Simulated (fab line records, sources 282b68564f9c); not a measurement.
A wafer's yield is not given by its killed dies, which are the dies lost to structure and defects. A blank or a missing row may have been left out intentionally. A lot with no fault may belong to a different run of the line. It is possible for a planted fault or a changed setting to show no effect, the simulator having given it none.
fab line records -- flow rit_cmos
record lots=7, wafers=21, last_day=7
route steps=202 shown PLDD@115 SPACER@125 NSD@131 PSD@142 SDANNEAL@153 M1@202
lots with no fault: from the same line, run without faults
start_h: start of the lot's first displayed wafer, in hours after the record's first day -- wait_h: hours elapsed since this lot's preceding step -- " identical to the entry in the row above -- L1.1+2: a single row standing in for several wafers -- - value missing, or start not given -- * or withheld: withheld -- < > ~ a bound
route shown NAME@n: NAME is a module with steps in the file, n the number in the route of the first one -- usual: mean/standard deviation taken from wafers without a fault -- same: alike in all rows -- chamber/n: place in a boat -- sites: the reading at each site -- _std_site: their standard deviation -- _edge_site: inner sites' mean taken away from outer sites' mean -- radius_mm: for every site, how far away it sits from the centre of the wafer -- mask NAME#n: copy n -- behind: the last tool/chamber to shape the wafer -- hold: reason for holding the lot/hours on hold/outcome of the hold -- device: the transistor (n, p or np) that didn't switch -- end of line: the route-end tests of the same wafers -- where a step has no rows: the recipe by itself -- killed: at the first sort, the dies lost to defects and structure; wafer yield is something else -- map: shows each die of a wafer: x if killed, . if not, _ if none is there
set.NAME: the setting as run; set.NAME@STEP: as run at that earlier step -- model.NAME: the simulator's own value behind a step, which no gauge read
lots at some steps of the route; a table a step, a row a wafer
services: from which hour (start_h, from the record's first day; less than 0 if before it) a tool's chamber was out of use, for how many hours, and why
## steps
# step RIT_PLDD_COAT_01
# recipe resist=NOVOLAK, spin_rpm=3250, resist_thk_nm=1000
# step RIT_PLDD_SOFTBAKE_02
# recipe resist=NOVOLAK, temp_c=90, time_s=60
# step RIT_PLDD_EXPOSE_03
# recipe mask_id=M8, na=0.57, target_cd_nm=40900, dose_mj=250
# step RIT_PLDD_PEB_04
# recipe resist=NOVOLAK, temp_c=withheld, time_s=withheld
# step RIT_PLDD_DEVELOP_05
# recipe resist=NOVOLAK, develop_time_s=50, dev_temp_c=23
# step RIT_PLDD_OVL_MEAS_06
# usual PLDD_OVL=0.3/1.5
lot.wafer,tool,chamber,start_h,wait_h,PLDD_OVL[nm]
L862.2,overlay-02,-,51.58,-,2.0
L862.4,overlay-02,-,51.58,-,-0.3
L862.5,overlay-02,-,51.58,-,4.0
L863.1,overlay-01,-,57.15,-,-0.2
L863.4,overlay-01,-,57.15,-,-0.9
L863.5,overlay-01,-,57.15,-,-1.5
L866.1,overlay-02,-,78.67,-,-1.7
L866.3,overlay-02,-,78.67,-,-1.7
L866.6,overlay-02,-,78.67,-,-1.6
L867.1,overlay-02,-,83.89,-,-1.4
L867.2,overlay-02,-,83.89,-,-0.5
L867.5,overlay-02,-,83.89,-,0.6
L878.1,overlay-01,-,127.78,-,-0.5
L878.2,overlay-01,-,127.78,-,0.7
L878.3,overlay-01,-,127.78,-,-0.6
L879.1,overlay-02,-,131.31,-,0.0
L879.3,overlay-02,-,131.31,-,2.0
L879.5,overlay-02,-,131.31,-,0.1
L880.1,overlay-02,-,142.46,-,0.5
L880.5,overlay-02,-,142.46,-,2.8
L880.6,overlay-02,-,142.46,-,0.9
# step RIT_PLDD_HARDBAKE_07
# recipe resist=NOVOLAK, temp_c=140, time_s=60
# step RIT_PLDD_IMPLANT_08
# recipe species=BF2, energy_kev=20, dose_cm2=9e+14, tilt_deg=7
# step RIT_PLDD_STRIP_09
# recipe chemistry=O2, time_s=180, resist=NOVOLAK, platen_temp_c=withheld, power_w=500, pressure_mtorr=4000, o2_flow_sccm=4000
# usual drypump_motor_current_A=5.72/0.29
lot.wafer,tool,chamber,start_h,wait_h,drypump_motor_current_A,rf_hours_counter_h
L862.2,plasma_asher-01,1,51.91,0.1,6.06,38
L862.4,plasma_asher-01,1,51.91,0.1,6.06,-
L862.5,plasma_asher-01,0,51.91,0.1,5.70,-
L863.1,plasma_asher-02,0,57.49,0.1,5.77,27
L863.4,plasma_asher-02,0,57.49,0.1,5.78,-
L863.5,plasma_asher-02,1,57.49,0.1,6.01,-
L866.1,plasma_asher-01,1,79.01,0.1,6.08,41
L866.3,plasma_asher-01,1,79.01,0.1,6.07,-
L866.6,plasma_asher-01,0,79.01,0.1,5.73,-
L867.1,plasma_asher-04,1,84.23,0.1,5.81,45
L867.2,plasma_asher-04,0,84.23,0.1,5.22,45
L867.5,plasma_asher-04,1,84.23,0.1,5.82,-
L878.1,plasma_asher-01,0,128.12,0.1,5.72,47
L878.2,plasma_asher-01,1,128.12,0.1,6.05,47
L878.3,plasma_asher-01,1,128.12,0.1,6.05,-
L879.1,plasma_asher-04,1,131.65,0.1,5.80,50
L879.3,plasma_asher-04,0,131.65,0.1,5.19,-
L879.5,plasma_asher-04,0,131.65,0.1,5.19,-
L880.1,plasma_asher-02,1,143.01,0.1,6.01,36
L880.5,plasma_asher-02,0,143.01,0.1,5.79,-
L880.6,plasma_asher-02,1,143.01,0.1,6.02,-
# step RIT_PLDD_TW_MEAS_10
# usual PLDD_TW=2344/13
lot.wafer,tool,chamber,start_h,wait_h,PLDD_TW
L862.2,film_metro-01,-,52.10,0.1,2328
L862.4,film_metro-01,-,52.10,0.1,2313
L862.5,film_metro-01,-,52.10,0.1,2331
L863.1,film_metro-02,-,57.66,0.1,2349
L863.4,film_metro-02,-,57.66,0.1,2354
L863.5,film_metro-02,-,57.66,0.1,2357
L866.1,film_metro-02,-,79.18,0.1,2352
L866.3,film_metro-02,-,79.18,0.1,2343
L866.6,film_metro-02,-,79.18,0.1,2337
L867.1,film_metro-03,-,84.40,0.1,2344
L867.2,film_metro-03,-,84.40,0.1,2362
L867.5,film_metro-03,-,84.40,0.1,2355
L878.1,film_metro-03,-,128.29,0.1,2351
L878.2,film_metro-03,-,128.29,0.1,2360
L878.3,film_metro-03,-,128.29,0.1,2359
L879.1,film_metro-03,-,131.83,0.1,2354
L879.3,film_metro-03,-,131.83,0.1,2349
L879.5,film_metro-03,-,131.83,0.1,2354
L880.1,film_metro-01,-,143.19,0.1,2335
L880.5,film_metro-01,-,143.19,0.1,2330
L880.6,film_metro-01,-,143.19,0.1,2324
# step RIT_SPACER_CLEAN_00
# recipe chemistry=SC1, mix=3:3:50, time_s=600, temp_c=75
# step RIT_SPACER_CLEAN_01
# recipe chemistry=dHF, dilution=50:1, time_s=30
# step RIT_SPACER_CLEAN_02
# recipe chemistry=SC2, mix=3:3:50, time_s=600, temp_c=75, dry=n2_spin
# usual bath_guard_temp_C=74.8/0.35
lot.wafer,tool,chamber,start_h,wait_h,bath_guard_temp_C
L862.2,wet_bench-04,3,52.34,0.0,74.6
L862.4,wet_bench-04,3,52.34,0.0,74.7
L862.5,wet_bench-04,3,52.34,0.0,74.0
L863.1,wet_bench-04,0,57.91,0.0,75.3
L863.4,wet_bench-04,0,57.91,0.0,75.1
L863.5,wet_bench-04,0,57.91,0.0,75.1
L866.1,wet_bench-03,2,79.43,0.0,75.1
L866.3,wet_bench-03,2,79.43,0.0,74.8
L866.6,wet_bench-03,2,79.43,0.0,74.6
L867.1,wet_bench-02,3,84.67,0.0,74.7
L867.2,wet_bench-02,3,84.67,0.0,74.8
L867.5,wet_bench-02,3,84.67,0.0,75.1
L878.1,wet_bench-02,0,128.56,0.0,74.7
L878.2,wet_bench-02,0,128.56,0.0,74.9
L878.3,wet_bench-02,0,128.56,0.0,74.6
L879.1,wet_bench-02,0,132.11,0.0,75.0
L879.3,wet_bench-02,0,132.11,0.0,74.7
L879.5,wet_bench-02,0,132.11,0.0,74.9
L880.1,wet_bench-02,2,143.51,0.1,74.7
L880.5,wet_bench-02,2,143.51,0.1,74.6
L880.6,wet_bench-02,2,143.51,0.1,75.1
# step RIT_SPACER_CVD_03
# recipe material=Si3N4, target_thk_nm=250, temp_c=810, precursor=SiH2Cl2/NH3, time_s=3300, pressure_mtorr=300, sih2cl2_flow_sccm=60, nh3_flow_sccm=150
# step RIT_SPACER_THK_MEAS_04
# recipe reads=Si3N4_of_SPACER_CVD_03
# usual SPACER_NITRIDE_THK=249.3/2.9
lot.wafer,tool,chamber,start_h,wait_h,SPACER_NITRIDE_THK[nm]
L862.2,film_metro-02,-,54.44,0.0,250.6
L862.4,film_metro-02,-,54.44,0.0,252.4
L862.5,film_metro-02,-,54.44,0.0,252.0
L863.1,film_metro-04,-,60.45,0.0,250.4
L863.4,film_metro-04,-,60.45,0.0,250.7
L863.5,film_metro-04,-,60.45,0.0,248.3
L866.1,film_metro-01,-,81.53,0.0,253.5
L866.3,film_metro-01,-,81.53,0.0,251.4
L866.6,film_metro-01,-,81.53,0.0,252.3
L867.1,film_metro-02,-,86.78,0.0,252.3
L867.2,film_metro-02,-,86.78,0.0,251.9
L867.5,film_metro-02,-,86.78,0.0,251.3
L878.1,film_metro-04,-,131.12,0.0,250.5
L878.2,film_metro-04,-,131.12,0.0,252.4
L878.3,film_metro-04,-,131.12,0.0,250.5
L879.1,film_metro-01,-,134.20,0.0,249.6
L879.3,film_metro-01,-,134.20,0.0,250.4
L879.5,film_metro-01,-,134.20,0.0,250.4
L880.1,film_metro-02,-,145.61,0.0,251.9
L880.5,film_metro-02,-,145.61,0.0,254.4
L880.6,film_metro-02,-,145.61,0.0,249.5
# step RIT_SPACER_ETCHBACK_05
# recipe target_depth_a=2500, SF6_flow_sccm=30, CHF3_flow_sccm=30, target=Si3N4, chemistry=SF6/CHF3, pressure_mtorr=40, rf_w=250, time_s=240, stop_on=SiO2
# usual drypump_motor_current_A=5.6/0.41, oes_product_au=0.849/0.014, throttle_valve_pct=10.19/0.15
lot.wafer,tool,chamber,start_h,wait_h,drypump_motor_current_A,oes_product_au,rf_hours_counter_h,throttle_valve_pct
L862.2,rie_diel-04,0,54.49,0.0,5.6,0.839,45,10.19
L862.4,rie_diel-04,3,54.49,0.0,6.0,0.849,113,10.02
L862.5,rie_diel-04,1,54.49,0.0,5.3,0.860,-,9.92
L863.1,rie_diel-03,1,60.51,0.1,5.5,0.850,115,10.25
L863.4,rie_diel-03,3,60.51,0.1,4.8,0.853,31,10.40
L863.5,rie_diel-03,3,60.51,0.1,4.8,0.849,-,10.39
L866.1,rie_diel-04,1,81.59,0.1,5.3,0.868,7,9.93
L866.3,rie_diel-04,0,81.59,0.1,5.6,0.831,46,10.20
L866.6,rie_diel-04,0,81.59,0.1,5.6,0.836,-,10.19
L867.1,rie_diel-01,2,86.84,0.1,4.7,0.886,0,10.18
L867.2,rie_diel-01,1,86.84,0.1,5.1,0.852,5,10.36
L867.5,rie_diel-01,3,86.84,0.1,6.1,0.868,-,10.34
L878.1,rie_diel-01,3,131.18,0.1,6.0,0.870,75,10.33
L878.2,rie_diel-01,2,131.18,0.1,4.8,0.872,1,10.18
L878.3,rie_diel-01,0,131.18,0.1,5.8,0.857,8,10.28
L879.1,rie_diel-04,1,134.26,0.1,5.3,0.857,8,9.92
L879.3,rie_diel-04,2,134.26,0.1,5.6,0.852,106,10.34
L879.5,rie_diel-04,2,134.26,0.1,5.6,0.859,-,10.34
L880.1,rie_diel-01,1,145.67,0.1,5.1,0.857,6,10.37
L880.5,rie_diel-01,3,145.67,0.1,6.1,0.885,-,10.33
L880.6,rie_diel-01,0,145.67,0.1,5.8,0.855,-,10.27
# step RIT_NSD_HMDS_00
# recipe prime_time_s=60, prime_temp_c=140
# step RIT_NSD_COAT_01
# recipe resist=NOVOLAK, spin_rpm=3250, resist_thk_nm=1000
# step RIT_NSD_SOFTBAKE_02
# recipe resist=NOVOLAK, temp_c=90, time_s=60
# step RIT_NSD_EXPOSE_03
# recipe mask_id=M9, na=0.57, target_cd_nm=40700, dose_mj=250
# step RIT_NSD_PEB_04
# recipe resist=NOVOLAK, temp_c=withheld, time_s=withheld
# step RIT_NSD_DEVELOP_05
# recipe resist=NOVOLAK, develop_time_s=50, dev_temp_c=23
# step RIT_NSD_OVL_MEAS_06
# usual NSD_OVL=0.8/1.3
lot.wafer,tool,chamber,start_h,wait_h,NSD_OVL[nm]
L862.2,overlay-02,-,55.50,-,1.1
L862.4,overlay-02,-,55.50,-,1.0
L862.5,overlay-02,-,55.50,-,0.6
L863.1,overlay-01,-,61.63,-,-0.3
L863.4,overlay-01,-,61.63,-,-0.1
L863.5,overlay-01,-,61.63,-,-1.6
L866.1,overlay-01,-,82.71,-,0.6
L866.3,overlay-01,-,82.71,-,-0.9
L866.6,overlay-01,-,82.71,-,-0.1
L867.1,overlay-02,-,87.96,-,-2.2
L867.2,overlay-02,-,87.96,-,0.6
L867.5,overlay-02,-,87.96,-,2.4
L878.1,overlay-01,-,132.18,-,1.9
L878.2,overlay-01,-,132.18,-,4.1
L878.3,overlay-01,-,132.18,-,1.4
L879.1,overlay-01,-,135.26,-,1.5
L879.3,overlay-01,-,135.26,-,0.3
L879.5,overlay-01,-,135.26,-,-0.1
L880.1,overlay-02,-,146.80,-,0.2
L880.5,overlay-02,-,146.80,-,0.2
L880.6,overlay-02,-,146.80,-,1.2
# step RIT_NSD_HARDBAKE_07
# recipe resist=NOVOLAK, temp_c=140, time_s=60
# step RIT_NSD_IMPLANT_08
# recipe species=P, energy_kev=25, dose_cm2=1e+15, tilt_deg=7
# step RIT_NSD_STRIP_09
# recipe chemistry=O2, time_s=180, resist=NOVOLAK, platen_temp_c=withheld, power_w=500, pressure_mtorr=4000, o2_flow_sccm=4000
# usual drypump_motor_current_A=5.76/0.23
lot.wafer,tool,chamber,start_h,wait_h,drypump_motor_current_A,rf_hours_counter_h
L862.2,plasma_asher-01,1,55.83,0.1,6.08,38
L862.4,plasma_asher-01,0,55.83,0.1,5.74,-
L862.5,plasma_asher-01,1,55.83,0.1,6.09,-
L863.1,plasma_asher-01,0,61.97,0.1,5.75,39
L863.4,plasma_asher-01,1,61.97,0.1,6.09,-
L863.5,plasma_asher-01,0,61.97,0.1,5.72,-
L866.1,plasma_asher-02,1,83.05,0.1,6.00,28
L866.3,plasma_asher-02,0,83.05,0.1,5.78,-
L866.6,plasma_asher-02,1,83.05,0.1,6.04,-
L867.1,plasma_asher-01,0,88.30,0.1,5.71,42
L867.2,plasma_asher-01,1,88.30,0.1,6.07,42
L867.5,plasma_asher-01,1,88.30,0.1,6.09,-
L878.1,plasma_asher-02,1,132.52,0.1,6.00,35
L878.2,plasma_asher-02,0,132.52,0.1,5.78,35
L878.3,plasma_asher-02,1,132.52,0.1,5.99,-
L879.1,plasma_asher-03,1,135.63,0.1,5.70,2
L879.3,plasma_asher-03,0,135.63,0.1,5.37,-
L879.5,plasma_asher-03,0,135.63,0.1,5.43,-
L880.1,plasma_asher-03,0,147.14,0.1,5.43,3
L880.5,plasma_asher-03,0,147.14,0.1,5.36,-
L880.6,plasma_asher-03,1,147.14,0.1,5.74,-
# step RIT_NSD_TW_MEAS_10
# usual NSD_TW=3109/20
lot.wafer,tool,chamber,start_h,wait_h,NSD_TW
L862.2,film_metro-01,-,56.01,0.1,3077
L862.4,film_metro-01,-,56.01,0.1,3102
L862.5,film_metro-01,-,56.01,0.1,3086
L863.1,film_metro-03,-,62.14,0.1,3113
L863.4,film_metro-03,-,62.14,0.1,3081
L863.5,film_metro-03,-,62.14,0.1,3115
L866.1,film_metro-02,-,83.22,0.1,3124
L866.3,film_metro-02,-,83.22,0.1,3132
L866.6,film_metro-02,-,83.22,0.1,3120
L867.1,film_metro-01,-,88.47,0.1,3086
L867.2,film_metro-01,-,88.47,0.1,3091
L867.5,film_metro-01,-,88.47,0.1,3084
L878.1,film_metro-02,-,132.69,0.1,3117
L878.2,film_metro-02,-,132.69,0.1,3125
L878.3,film_metro-02,-,132.69,0.1,3124
L879.1,film_metro-02,-,135.81,0.1,3115
L879.3,film_metro-02,-,135.81,0.1,3125
L879.5,film_metro-02,-,135.81,0.1,3122
L880.1,film_metro-03,-,147.31,0.1,3150
L880.5,film_metro-03,-,147.31,0.1,3155
L880.6,film_metro-03,-,147.31,0.1,3145
# step RIT_PSD_HMDS_00
# recipe prime_time_s=60, prime_temp_c=140
# step RIT_PSD_COAT_01
# recipe resist=NOVOLAK, spin_rpm=3250, resist_thk_nm=1000
# step RIT_PSD_SOFTBAKE_02
# recipe resist=NOVOLAK, temp_c=90, time_s=60
# step RIT_PSD_EXPOSE_03
# recipe mask_id=M10, na=0.57, target_cd_nm=40900, dose_mj=250
# step RIT_PSD_PEB_04
# recipe resist=NOVOLAK, temp_c=withheld, time_s=withheld
# step RIT_PSD_DEVELOP_05
# recipe resist=NOVOLAK, develop_time_s=50, dev_temp_c=23
# step RIT_PSD_OVL_MEAS_06
# usual PSD_OVL=1.1/1.4
lot.wafer,tool,chamber,start_h,wait_h,PSD_OVL[nm]
L862.2,overlay-01,-,56.92,-,0.8
L862.4,overlay-01,-,56.92,-,1.8
L862.5,overlay-01,-,56.92,-,-0.2
L863.1,overlay-02,-,63.05,-,-0.2
L863.4,overlay-02,-,63.05,-,0.7
L863.5,overlay-02,-,63.05,-,3.3
L866.1,overlay-01,-,84.36,-,0.4
L866.3,overlay-01,-,84.36,-,0.3
L866.6,overlay-01,-,84.36,-,-1.3
L867.1,overlay-02,-,89.55,-,0.5
L867.2,overlay-02,-,89.55,-,0.3
L867.5,overlay-02,-,89.55,-,1.6
L878.1,overlay-01,-,133.73,-,-0.6
L878.2,overlay-01,-,133.73,-,1.0
L878.3,overlay-01,-,133.73,-,1.1
L879.1,overlay-02,-,136.72,-,0.8
L879.3,overlay-02,-,136.72,-,0.3
L879.5,overlay-02,-,136.72,-,1.1
L880.1,overlay-01,-,148.22,-,-0.6
L880.5,overlay-01,-,148.22,-,0.0
L880.6,overlay-01,-,148.22,-,-2.0
# step RIT_PSD_HARDBAKE_07
# recipe resist=NOVOLAK, temp_c=140, time_s=60
# step RIT_PSD_IMPLANT_08
# recipe species=BF2, energy_kev=27, dose_cm2=5e+15, tilt_deg=7
# step RIT_PSD_STRIP_09
# recipe chemistry=O2, time_s=180, resist=NOVOLAK, platen_temp_c=withheld, power_w=500, pressure_mtorr=4000, o2_flow_sccm=4000
# usual drypump_motor_current_A=5.71/0.27
lot.wafer,tool,chamber,start_h,wait_h,drypump_motor_current_A,rf_hours_counter_h
L862.2,plasma_asher-01,1,57.25,0.1,6.10,38
L862.4,plasma_asher-01,1,57.25,0.1,6.11,-
L862.5,plasma_asher-01,0,57.25,0.1,5.74,-
L863.1,plasma_asher-03,0,63.39,0.1,5.39,41
L863.4,plasma_asher-03,0,63.39,0.1,5.36,-
L863.5,plasma_asher-03,0,63.39,0.1,5.38,-
L866.1,plasma_asher-01,0,84.70,0.1,5.71,41
L866.3,plasma_asher-01,1,84.70,0.1,6.07,-
L866.6,plasma_asher-01,0,84.70,0.1,5.73,-
L867.1,plasma_asher-01,1,89.89,0.1,6.04,42
L867.2,plasma_asher-01,0,89.89,0.1,5.74,42
L867.5,plasma_asher-01,1,89.89,0.1,6.02,-
L878.1,plasma_asher-01,0,134.06,0.1,5.73,48
L878.2,plasma_asher-01,1,134.06,0.1,6.12,48
L878.3,plasma_asher-01,0,134.06,0.1,5.73,-
L879.1,plasma_asher-01,1,137.06,0.1,6.08,48
L879.3,plasma_asher-01,1,137.06,0.1,6.04,-
L879.5,plasma_asher-01,0,137.06,0.1,5.74,-
L880.1,plasma_asher-03,0,148.56,0.1,5.40,3
L880.5,plasma_asher-03,0,148.56,0.1,5.38,-
L880.6,plasma_asher-03,1,148.56,0.1,5.76,-
# step RIT_PSD_TW_MEAS_10
# usual PSD_TW=3414/18
lot.wafer,tool,chamber,start_h,wait_h,PSD_TW
L862.2,film_metro-01,-,57.43,0.1,3394
L862.4,film_metro-01,-,57.43,0.1,3399
L862.5,film_metro-01,-,57.43,0.1,3387
L863.1,film_metro-03,-,63.56,0.1,3398
L863.4,film_metro-03,-,63.56,0.1,3419
L863.5,film_metro-03,-,63.56,0.1,3410
L866.1,film_metro-01,-,84.87,0.1,3384
L866.3,film_metro-01,-,84.87,0.1,3394
L866.6,film_metro-01,-,84.87,0.1,3381
L867.1,film_metro-02,-,90.06,0.1,3398
L867.2,film_metro-02,-,90.06,0.1,3408
L867.5,film_metro-02,-,90.06,0.1,3402
L878.1,film_metro-03,-,134.24,0.1,3424
L878.2,film_metro-03,-,134.24,0.1,3426
L878.3,film_metro-03,-,134.24,0.1,3436
L879.1,film_metro-01,-,137.24,0.1,3404
L879.3,film_metro-01,-,137.24,0.1,3405
L879.5,film_metro-01,-,137.24,0.1,3415
L880.1,film_metro-01,-,148.73,0.1,3404
L880.5,film_metro-01,-,148.73,0.1,3408
L880.6,film_metro-01,-,148.73,0.1,3420
# step RIT_SDANNEAL_CLEAN_00
# recipe chemistry=SC1, mix=3:3:50, time_s=600, temp_c=75
# step RIT_SDANNEAL_CLEAN_01
# recipe chemistry=dHF, dilution=50:1, time_s=30
# step RIT_SDANNEAL_CLEAN_02
# recipe chemistry=SC2, mix=3:3:50, time_s=600, temp_c=75, dry=n2_spin
# step RIT_SDANNEAL_RTA_03
# recipe temp_c=1050, time_s=5, idle_temp_c=600, ramp_up_c_per_s=342, ramp_down_c_per_s=171, cool_to_c=600, ambient=N2
# usual wafer_temp_C_max=1053.6/1.3
lot.wafer,tool,chamber,start_h,wait_h,wafer_temp_C_max
L862.2,rtp_anneal-02,0,57.86,0.0,1051.1
L862.4,rtp_anneal-02,0,57.86,0.0,1052.8
L862.5,rtp_anneal-02,0,57.86,0.0,1052.5
L863.1,rtp_anneal-01,0,64.01,0.0,1054.2
L863.4,rtp_anneal-01,0,64.01,0.0,1052.4
L863.5,rtp_anneal-01,0,64.01,0.0,1055.4
L866.1,rtp_anneal-02,0,85.30,0.0,1053.1
L866.3,rtp_anneal-02,0,85.30,0.0,1052.8
L866.6,rtp_anneal-02,0,85.30,0.0,1051.2
L867.1,rtp_anneal-01,0,90.49,0.0,1053.2
L867.2,rtp_anneal-01,0,90.49,0.0,1051.6
L867.5,rtp_anneal-01,0,90.49,0.0,1054.9
L878.1,rtp_anneal-02,0,134.69,0.0,1053.8
L878.2,rtp_anneal-02,0,134.69,0.0,1055.4
L878.3,rtp_anneal-02,0,134.69,0.0,1053.0
L879.1,rtp_anneal-01,0,137.70,0.0,1053.2
L879.3,rtp_anneal-01,0,137.70,0.0,1053.8
L879.5,rtp_anneal-01,0,137.70,0.0,1056.6
L880.1,rtp_anneal-02,0,149.17,0.0,1053.1
L880.5,rtp_anneal-02,0,149.17,0.0,1055.3
L880.6,rtp_anneal-02,0,149.17,0.0,1052.4
# step RIT_M1_PROBE_99
# usual killed_at_contacts=0.1/0.37, killed_at_front_end=6.9/2.9, killed_dies=7.1/2.9, killed_open=3.3/1.8, killed_short=3.6/2.2
# same gross_dies=264, killed_at_M0_to_M3=0, killed_at_M4_up=0, killed_at_back_side=0, killed_at_other=0
lot.wafer,tool,chamber,start_h,wait_h,hold,killed_at_contacts,killed_at_front_end,killed_dies,killed_open,killed_short
L862.2,prober-01,-,65.35,0.1,-,0,6,6,3,3
L862.4,prober-01,-,65.45,0.2,-,0,9,9,4,5
L862.5,prober-01,-,65.50,0.2,-,0,6,6,1,5
L863.1,prober-02,-,71.69,0.1,-,0,4,4,3,1
L863.4,prober-02,-,71.84,0.2,-,0,7,7,4,3
L863.5,prober-02,-,71.89,0.2,-,0,6,6,4,2
L866.1,prober-01,-,92.90,0.1,-,0,3,3,2,1
L866.3,prober-01,-,93.00,0.2,-,0,6,6,3,3
L866.6,prober-01,-,93.15,0.2,-,0,5,5,4,1
L867.1,prober-02,-,98.65,0.1,-,0,5,5,2,3
L867.2,prober-02,-,98.70,0.1,-,0,8,8,3,5
L867.5,prober-02,-,98.85,0.2,-,0,2,2,1,1
L878.1,prober-01,-,142.69,0.1,await_dispo/2.6h/release,0,40,40,1,1
L878.2,prober-01,-,142.74,0.1,await_dispo/2.6h/release,0,41,41,5,2
L878.3,prober-01,-,142.79,0.2,await_dispo/2.6h/release,0,46,46,3,3
L879.1,prober-02,-,145.51,0.1,await_dispo/2.4h/release,0,44,44,2,2
L879.3,prober-02,-,145.61,0.2,await_dispo/2.4h/release,0,49,49,0,1
L879.5,prober-02,-,145.71,0.2,await_dispo/2.4h/release,0,46,46,2,2
L880.1,prober-01,-,156.66,0.1,await_dispo/7.3h/release,0,39,39,1,1
L880.5,prober-01,-,156.86,0.2,await_dispo/7.3h/release,0,52,52,5,7
L880.6,prober-01,-,156.91,0.2,await_dispo/7.3h/release,2,48,50,3,5
# killed by level:class
L862.2 REOX:geometric_particle:short=2 SILICIDE:geometric_particle:open=2 GATE:geometric_particle:open=1 GATE:geometric_particle:short=1
L862.4 GATE:geometric_particle:short=2 REOX:geometric_particle:open=2 SPACER:geometric_particle:short=2 FOX2:geometric_particle:open=1 GATE:geometric_particle:open=1 REOX:geometric_particle:short=1
L862.5 REOX:geometric_particle:short=3 FOX2:geometric_particle:short=1 REOX:geometric_particle:open=1 SPACER:geometric_particle:short=1
L863.1 FOX1:geometric_particle:open=2 SPACER:geometric_particle:open=1 SILICIDE:geometric_particle:short=1
L863.4 FOX1:geometric_particle:open=2 GATE:geometric_particle:short=2 FOX2:geometric_particle:short=1 FOX2:geometric_particle:open=1 GATE:geometric_particle:open=1
L863.5 GATE:geometric_particle:open=3 GATE:geometric_particle:short=1 SILICIDE:geometric_particle:open=1 SILICIDE:geometric_particle:short=1
L866.1 GATE:geometric_particle:short=1 GATE:geometric_particle:open=1 REOX:geometric_particle:open=1
L866.3 FOX1:geometric_particle:short=1 FOX1:geometric_particle:open=1 FOX2:geometric_particle:open=1 GATE:geometric_particle:short=1 SPACER:geometric_particle:short=1 SILICIDE:geometric_particle:open=1
L866.6 FOX2:geometric_particle:open=2 SILICIDE:geometric_particle:open=2 GATE:geometric_particle:short=1
L867.1 GATE:geometric_particle:open=2 GATE:geometric_particle:short=2 FOX1:geometric_particle:short=1
L867.2 GATE:geometric_particle:short=3 GATE:geometric_particle:open=2 FOX1:geometric_particle:short=1 FOX2:geometric_particle:short=1 FOX2:geometric_particle:open=1
L867.5 GATE:geometric_particle:open=1 GATE:geometric_particle:short=1
L878.1 SPACER:unspecified=38 FOX1:geometric_particle:short=1 FOX1:geometric_particle:open=1
L878.2 SPACER:unspecified=34 GATE:geometric_particle:open=4 REOX:geometric_particle:open=1 SPACER:geometric_particle:short=1 SILICIDE:geometric_particle:short=1
L878.3 SPACER:unspecified=40 GATE:geometric_particle:short=2 FOX1:geometric_particle:open=1 GATE:geometric_particle:open=1 REOX:geometric_particle:short=1 SPACER:geometric_particle:open=1
L879.1 SPACER:unspecified=40 ACTIVE:geometric_particle:open=1 FOX1:geometric_particle:short=1 GATE:geometric_particle:open=1 GATE:geometric_particle:short=1
L879.3 SPACER:unspecified=48 GATE:geometric_particle:short=1
L879.5 SPACER:unspecified=41 GATE:geometric_particle:short=2 GATE:geometric_particle:open=1 REOX:geometric_particle:open=1 PWELL:coat_microbubble_printed=1
L880.1 SPACER:unspecified=37 GATE:geometric_particle:short=1 GATE:geometric_particle:open=1
L880.5 SPACER:unspecified=40 GATE:geometric_particle:short=2 REOX:geometric_particle:open=2 REOX:geometric_particle:short=2 SILICIDE:geometric_particle:open=2 SILICIDE:geometric_particle:short=2 FOX1:geometric_particle:short=1 GATE:geometric_particle:open=1
L880.6 SPACER:unspecified=40 FOX1:geometric_particle:open=2 SILICIDE:geometric_particle:short=2 CONTACT:coat_microbubble_printed=2 FOX1:geometric_particle:short=1 FOX2:geometric_particle:short=1 GATE:geometric_particle:open=1 SPACER:geometric_particle:short=1
# map L878.3 (x killed, . not)
________......._______
_____.............____
____...............___
___.................__
__..........xx.xxx..._
__...........xxxxxxxx_
_...........xxxxxxx...
_..........xxxxxxxx...
_...........xxxxxxx...
_............xxxxxx...
__........x....xx...._
__..................._
___................x__
____...............___
_____.............____
________.x....._______
# map L879.3 (x killed, . not)
________......._______
_____.............____
____...............___
___.................__
__...........xxx..x.._
__.........xxxxxxxx.._
_...........xxxxxxx...
_..........xxxxxxxxx..
_.........xxxxxxxxxx..
_............xxxxxxx..
__...........xxx....._
__...............x..._
___.................__
____...............___
_____.............____
________......._______
## services
tool,chamber,start_h,hours,kind
plasma_asher-01,-,31.07,15.6,pm
rie_diel-04,0,31.66,4.8,repair
rie_diel-01,0,42.09,7.2,repair
plasma_asher-02,-,58.08,9.8,repair
rie_diel-01,2,64.01,-,clean
rie_diel-01,2,64.01,20.8,scheduled_down
rie_diel-01,2,64.01,20.8,vent_cycle
plasma_asher-02,-,67.84,9.9,pm
plasma_asher-04,-,94.35,2.1,repair
plasma_asher-04,-,100.74,0.8,repair
rie_diel-03,0,101.25,13.4,repair
plasma_asher-03,-,108.75,9.0,pm
plasma_asher-03,0,108.75,9.0,vent_cycle
plasma_asher-03,1,108.75,9.0,vent_cycle
rie_diel-01,3,115.03,3.0,repair
plasma_asher-03,0,117.75,-,clean
plasma_asher-03,1,117.75,-,clean
## key
first_sign step=RIT_M1_PROBE_99, reading=killed_at_front_end, direction=up, sigmas=13, usual=6.9, struck=45
effect step=RIT_M1_PROBE_99, reading=killed_dies, direction=up, sigmas=13, usual=7.1, struck=45.2
met_at RIT_SPACER_CLEAN_02
struck_wafers L878.1,L878.2,L878.3,L879.1,L879.3,L879.5,L880.1,L880.5,L880.6
tester_left_out L878,L879,L880
onset_between 84.67 128.56
also_fits time
fault kind=chamber_particle_source, tool=wet_bench-02, chamber=-, onset_h=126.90, steps=RIT_SPACER_CLEAN_02, rate_per_visit_cm2=1.9571, end_h=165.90
# tester_left_out: of these lots the tester's yield and bins aren't shown, on N5 and GAA mostly nor the transistor test; their killed dies are dies lost to structure and defects alone, not to doping, threshold or leakage, so they don't give the yield
